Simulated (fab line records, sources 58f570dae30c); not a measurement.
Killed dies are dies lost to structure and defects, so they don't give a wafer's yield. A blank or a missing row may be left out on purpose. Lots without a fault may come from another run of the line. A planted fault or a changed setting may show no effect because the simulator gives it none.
Split-lot experiment | flow berkeley_cmos170 | 5 lots, 23 wafers read, on a route of 331 steps

THE SPLIT
At UCB170_PFIELD_IMPLANT_07, the setting dose_cm2 was moved away from the recipe's 2e+13 on 11 of the 23 wafers read, by -7.1% to +4.4%. The other wafers ran this setting at the recipe's value.

FROM THE SPLIT TO THE READING: what the file shows between them, 1 step
- UCB170_PFIELD_STRIP_08: strips in O2

THE READING
PFIELD_TW, at UCB170_PFIELD_TW_MEAS_09. Fault-free wafers of this fab line usually give 597, standard deviation 5.2.

wafer  | tool, chamber at the split | dose_cm2 as run | against the recipe | PFIELD_TW | against lot-mates on the recipe
L074.1 | implanter-04, 0            | 1.858e+13       | -7.1%              | 579       | -15
L074.2 | implanter-04, 0            | 1.858e+13       | -7.1%              | 581       | -13
L074.3 | implanter-04, 0            | 2e+13           | recipe             | 592       | -
L074.4 | implanter-04, 0            | 2e+13           | recipe             | 596       | -
L074.6 | implanter-04, 0            | 1.858e+13       | -7.1%              | 581       | -13
L076.1 | implanter-04, 0            | 1.919e+13       | -4.0%              | 598       | -9
L076.3 | implanter-04, 0            | 1.919e+13       | -4.0%              | 597       | -10
L076.4 | implanter-04, 0            | 2e+13           | recipe             | 607       | -
L076.5 | implanter-04, 0            | 1.919e+13       | -4.0%              | 600       | -7
L076.6 | implanter-04, 0            | 2e+13           | recipe             | 607       | -
L075.1 | implanter-03, 0            | 2.087e+13       | +4.4%              | 601       | +9
L075.2 | implanter-03, 0            | 2e+13           | recipe             | 594       | -
L075.3 | implanter-03, 0            | 2e+13           | recipe             | 590       | -
L075.4 | implanter-03, 0            | 2.087e+13       | +4.4%              | 603       | +11
L075.5 | implanter-03, 0            | 2.087e+13       | +4.4%              | 599       | +7
L082.1 | implanter-04, 0            | 2e+13           | recipe             | 604       | -
L082.3 | implanter-04, 0            | 2e+13           | recipe             | 600       | -
L082.5 | implanter-04, 0            | 2e+13           | recipe             | 603       | -
L083.2 | implanter-02, 0            | 2e+13           | recipe             | 590       | -
L083.3 | implanter-02, 0            | 2e+13           | recipe             | 592       | -
L083.4 | implanter-02, 0            | 2.038e+13       | +1.9%              | 591       | +1
L083.5 | implanter-02, 0            | 2.038e+13       | +1.9%              | 591       | +1
L083.6 | implanter-02, 0            | 2e+13           | recipe             | 587       | -

THE FIT
A straight line over all 23 wafers: PFIELD_TW changes by +1.32 for each +1% of dose_cm2; r = +0.56; the points scatter about the line by 6.8.
The same after taking each lot's own level away (the mean of its wafers on the recipe; 23 wafers): +1.95 for each +1%; r = +0.97; scatter 1.8.
On that fit, the largest move of dose_cm2 shifts the reading by 14.
The lots' own levels span 589.7 to 607.0, that is 3.3 times the standard deviation above.
So the lot-to-lot level blurs the effect unless lot-mates are compared.
Check: with one of the wafers moved furthest among these (-7.1%) left out of the fit, the line predicts -13.8 for it against its lot-mates. It came out at -15 against them.

OTHER SPLITS ON THESE WAFERS
These wafers also went through other splits before the reading. Each is held against what the fit with the lots' levels taken away leaves over:
other split on the same wafers      | wafers away from the commonest value | r with PFIELD_TW (lot level and that fit taken away)
UCB170_START_OXIDATION_02 ox_time_s | 15                                   | -0.21
UCB170_NWELL_CVD_04 temp_c          | 15                                   | -0.04
UCB170_NWELL_PEB_10 peb_temp_c      | 7                                    | +0.19
UCB170_PWELL_CVD_05 temp_c          | 15                                   | -0.04
UCB170_PWELL_PEB_11 peb_temp_c      | 9                                    | -0.03
UCB170_ACTIVE_COAT_08 resist_thk_nm | 10                                   | +0.05

THE FILE'S OWN FIT
PFIELD_TW changes by +1.96 for each +1% of dose_cm2, r = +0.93.
